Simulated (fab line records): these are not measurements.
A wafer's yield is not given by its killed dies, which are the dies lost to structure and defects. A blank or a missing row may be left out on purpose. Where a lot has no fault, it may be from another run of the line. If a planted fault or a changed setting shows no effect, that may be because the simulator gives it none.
Which tool was responsible?    flow ritCmos    7 lots with 21 wafers sampled at 2 steps, on a route of 202 steps

## WHAT THE GAUGES SHOWED, per wafer
RIT_PSD_TW_MEAS_10.
lot   measured     on            PSD_TW
L796  day 3 13:31  filmMetro-01  3371 3372 3380
L803  day 4 22:13  filmMetro-01  2610 2603 2605
L808  day 6 04:08  filmMetro-02  3413 3397 3400
L810  day 6 15:50  filmMetro-01  3455 3442 3440
L814  day 7 06:14  filmMetro-04  3438 3438 3444
L816  day 7 15:40  filmMetro-04  3438 3447 3463
L818  day 7 23:30  filmMetro-01  3422 3410 3411

## WHAT TOOL EACH LOT RAN ON (gives the tool, then ch and the chambers of the sampled wafers, and finally the start)
lot   RIT_PSD_IMPLANT_08
L796  implanter-01 ch 0, day 3 13:11
L803  implanter-03 ch 0, day 4 21:53
L808  implanter-02 ch 0, day 6 03:41
L810  implanter-02 ch 0, day 6 15:31
L814  implanter-02 ch 0, day 7 05:55
L816  implanter-03 ch 0, day 7 15:22
L818  implanter-03 ch 0, day 7 23:13
- RIT_PSD_IMPLANT_08

## THE ANSWER, worked out from the rows above alone
Rule: the usual values come from the lots themselves. Put in order of their means at a reading, lots are off if they are a third of the lots or fewer, leave a main group of 4 or more, and stand apart from it by a gap of 3 or more times the standard deviation of the main group's means; of several such gaps the widest counts. If all means in a main group match to the digits the tables above print for the reading, that group is not used. Also off: a lot with no number at a reading for which 4 or more lots have one. Where the step has rows for the other lots, those lots are counted as sound.
Off: at RIT_PSD_TW_MEAS_10 (PSD_TW), L803. Mean 3421 and standard deviation 27 in the main group.
A tool fits if, at a process step before that reading, it ran every lot that is off, and no sound lot after the first of them. The gauges at RIT_PSD_TW_MEAS_10 are tried like those tools. None of those tried fits.

## WHAT WAS PUT IN BY THE SIMULATOR
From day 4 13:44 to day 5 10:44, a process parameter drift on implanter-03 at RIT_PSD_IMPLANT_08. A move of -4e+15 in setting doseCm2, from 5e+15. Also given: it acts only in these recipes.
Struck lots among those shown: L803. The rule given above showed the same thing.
